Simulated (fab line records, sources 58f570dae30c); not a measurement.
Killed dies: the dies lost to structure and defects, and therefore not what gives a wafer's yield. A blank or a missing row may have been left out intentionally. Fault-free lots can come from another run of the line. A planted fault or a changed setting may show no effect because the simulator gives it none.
fab line records	flow berkeley_cmos170
record lots=15	wafers=45	last_day=12
route steps=331 shown NVT@112 SPACER@171 NSD@197 SDANNEAL@205
lots untouched by any fault: they come from a run of this same line in which no faults occurred
start_h: the number of hours between the record's first day and the start of the first shown wafer of the lot	wait_h: hours since the lot's step before	" as in the row above	L1.1+2: one row covering several wafers at once	- no value, or no start was given	* or withheld: withheld	< > ~ a bound
route shown NAME@n: names a module that has steps shown in the file, with the first one's number in the route	usual: average and standard deviation across the fault-free wafers	same: alike in all rows	chamber/n: place in a boat	sites: readings site by site	_std_site: the values' standard deviation	_edge_site: mean of outer sites minus mean of inner sites	radius_mm: for every site, how far away it sits from the centre of the wafer	mask NAME#n: copy n	behind: tool/chamber where the wafer was last shaped	hold: why the lot was held/for how many hours/how that ended	device: the n, p or np transistor that did not switch	end of line: the route-end tests of the same wafers	where a step has no rows: the recipe by itself	killed: the dies lost at the first sort to structure and to defects; this is not the yield of the wafer	map: the dies of a wafer, with x for killed, . for not killed, _ for no die there
set.NAME: setting as actually run; set.NAME@STEP: the setting as run at that earlier step	model.NAME: the simulator's own value behind a step, which no gauge read
the route's steps for a sample of lots (tables are steps, rows are wafers)
services: the hour from which a tool's chamber was out of use, counted from the record's first day as start_h (under 0 if before that day), plus the number of hours and why
## steps
# step UCB170_NVT_STRIP_08
# recipe chemistry=O2	power_w=400	pressure_mtorr=3500	platen_temp_c=withheld	o2_flow_sccm=400	overash_fraction=0.5
# usual chamber_pressure_mTorr=3500.0/2.8	drypump_motor_current_A=5.7/0.43	oes_product_au=0.734/0.0047	strip_time_to_endpoint_s=21.63/0.061
lot.wafer	tool	chamber	start_h	wait_h	chamber_pressure_mTorr	drypump_motor_current_A	oes_product_au	rf_hours_counter_h	strip_time_to_endpoint_s
L691.1	plasma_asher-01	1	109.26	0.1	3499.8	5.2	0.727	41	21.47
L691.3	"	0	"	"	3504.3	6.0	0.738	-	21.57
L691.6	"	0	"	"	3498.5	6.0	0.741	-	21.50
L693.2	plasma_asher-03	1	129.24	0.1	3500.9	5.8	0.737	1	21.60
L693.4	"	1	"	"	3498.9	5.8	0.734	-	21.60
L693.5	"	0	"	"	3496.3	5.0	0.735	-	21.62
L694.1	plasma_asher-01	0	129.48	0.1	3501.5	6.0	0.733	45	21.63
L694.2	"	1	"	"	3500.9	5.2	0.735	45	21.62
L694.3	"	1	"	"	3503.1	5.2	0.739	-	21.62
L697.1	plasma_asher-03	1	145.88	0.1	3495.9	5.9	0.732	3	21.56
L697.4	"	1	"	"	3504.9	5.9	0.727	-	21.60
L697.6	"	1	"	"	3505.2	5.9	0.737	-	21.60
L698.1	plasma_asher-02	1	146.16	0.1	3498.1	5.8	0.739	40	21.64
L698.5	"	1	"	"	3497.7	5.8	0.735	-	21.60
L698.6	"	0	"	"	3503.0	6.3	0.741	-	21.58
L695.4	plasma_asher-03	1	146.70	0.1	3497.7	5.8	0.734	-	21.61
L695.5	"	0	"	"	3499.7	5.0	0.731	-	21.58
L695.6	"	1	"	"	3502.9	5.8	0.736	-	21.67
L699.2	plasma_asher-01	0	152.34	0.1	3497.7	6.0	0.734	47	21.63
L699.4	"	0	"	"	3504.6	6.0	0.737	-	21.53
L699.5	"	0	"	"	3497.5	6.0	0.740	-	21.58
L701.1	plasma_asher-01	0	161.92	0.1	3500.4	6.0	0.735	49	21.69
L701.3	"	1	"	"	3498.7	5.2	0.734	-	21.67
L701.5	"	1	"	"	3501.7	5.2	0.739	-	21.74
L702.1	plasma_asher-03	1	170.58	0.1	3497.7	5.8	0.734	6	21.60
L702.2	"	0	"	"	3502.1	5.1	0.727	6	21.57
L702.6	"	1	"	"	3495.9	5.8	0.735	-	21.58
L704.1	plasma_asher-03	0	182.07	0.1	3500.9	5.0	0.742	7	21.67
L704.3	"	1	"	"	3502.8	5.8	0.729	-	21.64
L704.5	"	1	"	"	3507.1	5.9	0.722	-	21.67
L708.3	plasma_asher-01	0	190.17	0.1	3495.8	6.0	0.731	-	21.71
L708.4	"	1	"	"	3500.0	5.2	0.731	-	21.66
L708.5	"	0	"	"	3497.3	6.0	0.729	-	21.65
L705.1	plasma_asher-02	0	190.24	0.1	3497.6	6.3	0.728	44	21.79
L705.3	"	0	"	"	3500.6	6.2	0.730	-	21.83
L705.5	"	0	"	"	3499.8	6.2	0.739	-	21.75
L709.3	plasma_asher-02	0	198.99	0.1	3494.3	6.2	0.730	-	21.56
L709.5	"	1	"	"	3497.2	5.8	0.727	-	21.66
L709.6	"	0	"	"	3504.7	6.3	0.729	-	21.66
L711.1	plasma_asher-03	0	209.50	0.1	3499.2	5.0	0.734	10	21.60
L711.4	"	0	"	"	3503.6	5.0	0.735	-	21.68
L711.5	"	1	"	"	3497.7	5.8	0.732	-	21.67
L713.3	plasma_asher-03	1	227.48	0.1	3503.3	5.8	0.735	-	21.65
L713.4	"	0	"	"	3501.2	5.0	0.732	-	21.69
L713.6	"	1	"	"	3503.5	5.8	0.730	-	21.62
# step UCB170_SPACER_CVD_00
# recipe material=SiO2	target_thk_nm=376	temp_c=390	precursor=TEOS/O2	time_s=47	rf_w=550	pressure_mtorr=9000
# usual heater_power_w=267/73	pressure_mtorr=9000/17	rf_fwd_power_W=544.8/2.6
lot.wafer	tool	chamber	start_h	wait_h	heater_power_w	pressure_mtorr	rf_fwd_power_W
L691.1	pecvd-04	1	127.70	0.0	305	9009	545.5
L691.3	"	0	"	"	204	8986	545.6
L691.6	"	2	"	"	191	9042	544.6
L693.2	pecvd-02	0	152.12	0.0	297	8973	546.7
L693.4	"	0	"	"	314	9002	547.3
L693.5	"	1	"	"	236	9019	544.5
L694.1	pecvd-03	1	152.69	0.0	286	8996	544.7
L694.2	"	0	"	"	237	8991	547.6
L694.3	"	2	"	"	178	8963	545.6
L697.1	pecvd-04	2	164.19	0.0	232	9002	549.2
L697.4	"	1	"	"	281	9005	544.4
L697.6	"	2	"	"	246	9010	549.4
L695.4	pecvd-02	0	164.49	0.0	259	8995	543.5
L695.5	"	1	"	"	203	8985	547.9
L695.6	"	2	"	"	361	9024	542.2
L698.1	pecvd-03	1	165.00	0.0	296	9021	546.2
L698.5	"	2	"	"	211	8992	544.5
L698.6	"	0	"	"	176	9000	546.4
L699.2	pecvd-02	2	170.80	0.0	328	9031	544.9
L699.4	"	0	"	"	333	9001	544.7
L699.5	"	1	"	"	162	8985	545.6
L701.1	pecvd-02	1	177.50	0.0	247	9008	547.4
L701.3	"	2	"	"	350	8975	541.3
L701.5	"	0	"	"	368	8989	545.1
L702.1	pecvd-02	1	197.29	0.0	221	8999	545.8
L702.2	"	2	"	"	445	8982	542.5
L702.6	"	2	"	"	323	9012	544.7
L704.1	pecvd-02	1	203.30	0.0	250	9006	542.2
L704.3	"	0	"	"	313	8978	545.3
L704.5	"	2	"	"	405	9033	538.8
L705.1	pecvd-02	1	219.57	0.0	246	8988	543.3
L705.3	"	1	"	"	168	9013	543.9
L705.5	"	1	"	"	187	8989	546.5
L708.3	pecvd-03	2	219.57	0.0	201	8981	548.4
L708.4	"	1	"	"	243	8966	544.6
L708.5	"	0	"	"	205	8977	546.7
L709.3	pecvd-03	2	226.61	0.0	230	9014	546.5
L709.5	"	2	"	"	146	9004	547.1
L709.6	"	0	"	"	206	9006	546.8
L711.1	pecvd-03	1	230.84	0.0	275	9018	545.2
L711.4	"	2	"	"	188	8990	548.6
L711.5	"	1	"	"	291	9032	545.8
L713.3	pecvd-03	1	250.75	0.0	236	8993	545.0
L713.4	"	2	"	"	147	9018	546.9
L713.6	"	1	"	"	253	9017	545.2
# step UCB170_SPACER_THK_MEAS_01
# recipe reads=SiO2_of_SPACER_CVD_00
# usual SPACER_TEOS_THK=374/5.1
lot.wafer	tool	chamber	start_h	wait_h	SPACER_TEOS_THK[nm]
L691.1	film_metro-04	-	127.75	0.0	374
L691.3	"	-	"	"	378
L691.6	"	-	"	"	380
L693.2	film_metro-04	-	152.17	0.0	358
L693.4	"	-	"	"	364
L693.5	"	-	"	"	372
L694.1	film_metro-03	-	152.73	0.0	372
L694.2	"	-	"	"	369
L694.3	"	-	"	"	381
L697.1	film_metro-04	-	164.24	0.0	378
L697.4	"	-	"	"	375
L697.6	"	-	"	"	384
L695.4	film_metro-01	-	164.54	0.0	376
L695.5	"	-	"	"	379
L695.6	"	-	"	"	379
L698.1	film_metro-03	-	165.04	0.0	368
L698.5	"	-	"	"	387
L698.6	"	-	"	"	371
L699.2	film_metro-04	-	170.85	0.0	369
L699.4	"	-	"	"	377
L699.5	"	-	"	"	381
L701.1	film_metro-04	-	177.54	0.0	329
L701.3	"	-	"	"	325
L701.5	"	-	"	"	324
L702.1	film_metro-04	-	197.33	0.0	328
L702.2	"	-	"	"	324
L702.6	"	-	"	"	325
L704.1	film_metro-04	-	203.35	0.0	328
L704.3	"	-	"	"	324
L704.5	"	-	"	"	328
L708.3	film_metro-03	-	219.63	0.0	377
L708.4	"	-	"	"	382
L708.5	"	-	"	"	379
L705.1	film_metro-04	-	219.63	0.0	331
L705.3	"	-	"	"	333
L705.5	"	-	"	"	336
L709.3	film_metro-04	-	226.67	0.0	376
L709.5	"	-	"	"	384
L709.6	"	-	"	"	377
L711.1	film_metro-03	-	230.88	0.0	373
L711.4	"	-	"	"	381
L711.5	"	-	"	"	380
L713.3	film_metro-04	-	250.81	0.0	373
L713.4	"	-	"	"	378
L713.6	"	-	"	"	378
# step UCB170_SPACER_ETCHBACK_03
# recipe stop_on=Si	target=SiO2	chemistry=CHF3/CF4/Ar	CHF3_flow_sccm=50	cf4_flow_sccm=10	Ar_flow_sccm=120	pressure_mtorr=200	rf_w=500	target_depth_a=3760	time_s=100
# usual cf4_flow_sccm=10.004/0.028	chamber_pressure_mTorr=199.98/0.17	drypump_motor_current_A=5.9/0.46	mfc_ar_sccm=119.9/0.35	oes_product_au=0.897/0.014	rf_fwd_power_W=497.2/1.8	throttle_valve_pct=6.52/0.097
lot.wafer	tool	chamber	start_h	wait_h	cf4_flow_sccm	chamber_pressure_mTorr	drypump_motor_current_A	mfc_ar_sccm	oes_product_au	rf_fwd_power_W	rf_hours_counter_h	throttle_valve_pct
L691.1	rie_diel-01	2	131.09	0.0	10.007	199.83	6.0	118.9	0.895	496.7	83	6.62
L691.3	"	1	"	"	10.004	200.10	6.3	120.0	0.909	499.1	24	6.57
L691.6	"	2	"	"	9.936	199.84	5.9	119.1	0.900	497.1	-	6.62
L693.2	rie_diel-01	0	155.87	0.0	9.996	200.04	6.0	120.4	0.873	495.1	83	6.53
L693.4	"	1	"	"	10.007	199.86	6.4	119.5	0.885	497.1	25	6.55
L693.5	"	3	"	"	10.036	199.75	6.1	119.9	0.916	494.3	-	6.49
L694.1	rie_diel-03	0	155.94	0.1	9.996	199.92	6.4	119.7	0.900	497.7	1	6.45
L694.2	"	3	"	"	10.044	200.19	5.7	119.8	0.882	500.0	47	6.46
L694.3	"	2	"	"	9.995	199.87	5.7	119.9	0.901	499.7	117	6.49
L695.4	rie_diel-01	1	168.26	0.0	10.017	200.01	6.3	120.2	0.904	499.2	26	6.57
L695.5	"	0	"	"	9.997	200.16	6.1	120.5	0.906	498.2	-	6.55
L695.6	"	1	"	"	10.003	200.00	6.3	119.9	0.913	499.5	-	6.57
L697.1	rie_diel-03	3	168.26	0.0	10.014	199.75	5.7	119.3	0.899	498.2	47	6.44
L697.4	"	1	"	"	10.017	199.95	6.3	120.3	0.888	492.4	77	6.68
L697.6	"	2	"	"	10.011	200.03	5.7	120.1	0.914	498.7	-	6.49
L698.1	rie_diel-02	0	168.26	0.0	9.984	200.00	5.9	120.4	0.880	500.2	104	6.46
L698.5	"	3	"	"	9.962	199.97	5.0	119.8	0.917	496.6	-	6.61
L698.6	"	2	"	"	9.965	200.10	6.3	120.1	0.902	496.3	-	6.59
L699.2	rie_diel-03	3	175.79	0.0	9.982	200.03	5.7	119.5	0.885	497.9	48	6.47
L699.4	"	1	"	"	9.964	200.08	6.3	119.5	0.894	496.5	77	6.68
L699.5	"	1	"	"	9.995	199.79	6.3	119.6	0.899	494.7	-	6.68
L701.1	rie_diel-03	3	183.84	0.0	9.999	199.87	5.7	119.9	0.810	497.2	48	6.47
L701.3	"	2	"	"	9.988	200.13	5.6	120.4	0.809	495.7	118	6.46
L701.5	"	1	"	"	9.979	199.67	6.3	119.9	0.800	494.8	-	6.67
L702.1	rie_diel-02	0	201.73	0.0	10.043	200.18	5.9	119.6	0.817	499.0	105	6.45
L702.2	"	3	"	"	10.031	199.58	5.0	120.5	0.816	497.9	11	6.58
L702.6	"	0	"	"	10.009	199.83	5.9	119.8	0.809	495.8	-	6.45
L704.1	rie_diel-03	1	208.89	0.0	9.993	199.75	6.3	120.2	0.796	495.3	79	6.67
L704.3	"	0	"	"	10.030	200.34	6.4	119.9	0.812	495.8	4	6.45
L704.5	"	2	"	"	9.993	200.02	5.6	119.9	0.818	499.2	-	6.48
L705.1	rie_diel-02	3	221.99	0.0	10.038	199.84	5.0	120.7	0.821	499.0	12	6.59
L705.3	"	2	"	"	9.996	199.86	6.3	119.9	0.834	497.2	71	6.60
L705.5	"	2	"	"	9.984	199.89	6.3	119.4	0.846	497.6	-	6.60
L708.3	rie_diel-03	2	221.99	0.0	10.018	200.11	5.6	120.5	0.895	497.1	120	6.48
L708.4	"	3	"	"	10.041	200.08	5.7	119.5	0.900	500.4	50	6.46
L708.5	"	1	"	"	9.998	199.73	6.3	120.1	0.897	496.0	-	6.66
L709.3	rie_diel-01	0	230.35	0.0	9.990	200.16	6.0	120.2	0.899	498.3	86	6.53
L709.5	"	3	"	"	9.992	199.84	6.1	120.1	0.937	493.1	-	6.49
L709.6	"	0	"	"	10.033	200.28	6.1	120.2	0.908	498.9	-	6.54
L711.1	rie_diel-01	3	234.02	0.0	9.977	199.92	6.1	119.6	0.922	496.8	50	6.49
L711.4	"	2	"	"	10.018	199.85	5.9	119.5	0.903	495.7	86	6.62
L711.5	"	1	"	"	10.075	200.28	6.3	120.0	0.909	496.2	-	6.55
L713.3	rie_diel-03	1	254.07	0.0	9.971	199.86	6.3	120.0	0.877	495.4	83	6.69
L713.4	"	0	"	"	10.045	200.04	6.4	120.1	0.898	496.7	7	6.47
L713.6	"	1	"	"	10.023	200.10	6.3	119.9	0.889	496.2	-	6.68
# step UCB170_NSD_TW_MEAS_10
# usual NSD_TW=4152/24
lot.wafer	tool	chamber	start_h	wait_h	NSD_TW
L691.1	film_metro-02	-	134.48	0.1	4146
L691.3	"	-	"	"	4151
L691.6	"	-	"	"	4125
L693.2	film_metro-03	-	159.02	0.1	4146
L693.4	"	-	"	"	4157
L693.5	"	-	"	"	4160
L694.1	film_metro-02	-	159.24	0.1	4114
L694.2	"	-	"	"	4133
L694.3	"	-	"	"	4142
L697.1	film_metro-02	-	172.96	0.1	4139
L697.4	"	-	"	"	4145
L697.6	"	-	"	"	4165
L698.1	film_metro-03	-	173.20	0.1	4104
L698.5	"	-	"	"	4143
L698.6	"	-	"	"	4122
L695.4	film_metro-02	-	173.34	0.1	4159
L695.5	"	-	"	"	4158
L695.6	"	-	"	"	4170
L699.2	film_metro-03	-	178.99	0.1	4127
L699.4	"	-	"	"	4149
L699.5	"	-	"	"	4148
L701.1	film_metro-01	-	186.95	0.1	4194
L701.3	"	-	"	"	4168
L701.5	"	-	"	"	4171
L702.1	film_metro-02	-	206.89	0.1	4104
L702.2	"	-	"	"	4107
L702.6	"	-	"	"	4112
L704.1	film_metro-01	-	211.98	0.1	4128
L704.3	"	-	"	"	4162
L704.5	"	-	"	"	4155
L708.3	film_metro-01	-	226.88	0.1	4170
L708.4	"	-	"	"	4214
L708.5	"	-	"	"	4172
L705.1	film_metro-02	-	227.25	0.1	4154
L705.3	"	-	"	"	4162
L705.5	"	-	"	"	4140
L709.3	film_metro-02	-	233.53	0.1	4130
L709.5	"	-	"	"	4159
L709.6	"	-	"	"	4166
L711.1	film_metro-03	-	237.60	0.1	4170
L711.4	"	-	"	"	4174
L711.5	"	-	"	"	4177
L713.3	film_metro-01	-	258.35	0.1	4171
L713.4	"	-	"	"	4178
L713.6	"	-	"	"	4160
# step UCB170_SDANNEAL_RTA_01
# recipe temp_c=1050	time_s=5	ambient=N2
# usual chamber_o2_ppm=2.002/0.023	lamp_power_pct=38/3.9	wafer_temp_C_max=1053.8/0.86
lot.wafer	tool	chamber	start_h	wait_h	chamber_o2_ppm	lamp_power_pct	wafer_temp_C_max
L691.1	rtp_anneal-02	0	135.92	0.1	2.005	35	1054.0
L691.3	"	0	"	"	2.001	35	1052.2
L691.6	"	0	"	"	2.046	35	1053.5
L693.2	rtp_anneal-02	0	160.05	0.1	2.001	35	1056.1
L693.4	"	0	"	"	1.973	35	1054.0
L693.5	"	0	"	"	1.997	35	1053.4
L694.1	rtp_anneal-02	0	160.35	0.1	1.991	35	1053.4
L694.2	"	0	"	"	1.992	35	1054.7
L694.3	"	0	"	"	2.001	35	1054.8
L697.1	rtp_anneal-01	0	174.94	0.1	1.992	43	1053.4
L697.4	"	0	"	"	1.993	43	1055.1
L697.6	"	0	"	"	1.993	43	1053.4
L698.1	rtp_anneal-02	0	174.94	0.1	1.978	35	1055.7
L698.5	"	0	"	"	1.995	35	1054.8
L698.6	"	0	"	"	1.988	35	1053.5
L695.4	rtp_anneal-01	0	175.16	0.1	2.038	43	1054.4
L695.5	"	0	"	"	2.012	43	1052.2
L695.6	"	0	"	"	2.043	43	1052.6
L699.2	rtp_anneal-02	0	180.28	0.1	2.024	35	1054.0
L699.4	"	0	"	"	1.988	35	1054.8
L699.5	"	0	"	"	1.974	35	1053.1
L701.1	rtp_anneal-01	0	187.99	0.1	1.981	43	1054.5
L701.3	"	0	"	"	1.950	43	1053.8
L701.5	"	0	"	"	1.984	43	1054.8
L702.1	rtp_anneal-02	0	207.95	0.1	2.008	35	1053.9
L702.2	"	0	"	"	1.987	35	1052.5
L702.6	"	0	"	"	1.960	35	1054.2
L704.1	rtp_anneal-02	0	213.04	0.1	2.029	35	1054.4
L704.3	"	0	"	"	2.012	35	1054.5
L704.5	"	0	"	"	2.029	35	1054.3
L708.3	rtp_anneal-02	0	228.22	0.1	1.994	35	1054.8
L708.4	"	0	"	"	2.031	35	1053.8
L708.5	"	0	"	"	1.992	35	1055.4
L705.1	rtp_anneal-01	0	228.65	0.1	2.004	43	1053.4
L705.3	"	0	"	"	2.015	43	1052.9
L705.5	"	0	"	"	2.037	43	1053.4
L709.3	rtp_anneal-02	0	234.76	0.1	2.023	35	1055.5
L709.5	"	0	"	"	1.997	35	1054.3
L709.6	"	0	"	"	2.028	35	1054.2
L711.1	rtp_anneal-02	0	238.94	0.1	1.978	35	1055.0
L711.4	"	0	"	"	1.968	35	1054.6
L711.5	"	0	"	"	1.993	35	1054.5
L713.3	rtp_anneal-01	0	259.55	0.1	2.057	43	1052.8
L713.4	"	0	"	"	2.026	43	1052.9
L713.6	"	0	"	"	2.026	43	1053.1
## services
tool	chamber	start_h	hours	kind
plasma_asher-02	-	87.25	28.1	pm
pecvd-02	0	93.97	17.6	repair
pecvd-03	-	99.18	0.8	repair
pecvd-02	-	103.47	2.4	repair
rie_diel-03	1	106.22	7.3	repair
plasma_asher-03	-	108.75	9.0	pm
plasma_asher-03	0	108.75	9.0	vent_cycle
plasma_asher-03	1	108.75	9.0	vent_cycle
pecvd-04	-	116.09	0.4	repair
pecvd-04	1	121.49	5.5	repair
rie_diel-02	2	130.96	2.5	repair
rie_diel-03	-	135.07	0.9	repair
pecvd-02	-	135.50	14.0	pm
plasma_asher-02	-	151.98	11.8	pm
rie_diel-03	-	176.63	1.1	repair
rie_diel-01	-	195.39	28.1	pm
plasma_asher-02	-	200.08	15.6	pm
pecvd-02	0	215.39	19.8	repair
plasma_asher-02	-	215.68	2.8	pm
rie_diel-03	3	223.25	16.6	repair
rie_diel-01	-	232.02	1.2	repair
rtp_anneal-01	-	242.43	2.0	pm
pecvd-04	-	242.50	14.0	pm
plasma_asher-01	-	243.59	14.6	pm
## key
first_sign step=UCB170_SPACER_THK_MEAS_01	reading=SPACER_TEOS_THK	direction=down	sigmas=9.1	usual=374	struck=328
effect step=UCB170_SPACER_ETCHBACK_03	reading=oes_product_au	direction=down	sigmas=5.9	usual=0.897	struck=0.816
met_at UCB170_SPACER_CVD_00
struck_lots L701,L702,L704,L705
tester_left_out L701,L702,L704,L705
not_acting_at UCB170_NVT_STRIP_08,UCB170_NSD_TW_MEAS_10,UCB170_SDANNEAL_RTA_01
onset_between 170.80 177.50
fault kind=site_profile_drift	tool=pecvd-02	chamber=-	onset_h=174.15	steps=UCB170_SPACER_CVD_00	basis=fraction	max_abs_drift=0.26433	slope_share_per_hr=58.74	site_pattern=0,0,0,0,0,-1,-1,-1,-1
# tester_left_out: of these lots the tester's yield and bins aren't shown, on N5 and GAA mostly nor the transistor test; their killed dies are dies lost to structure and defects alone, not to doping, threshold or leakage, so they don't give the yield
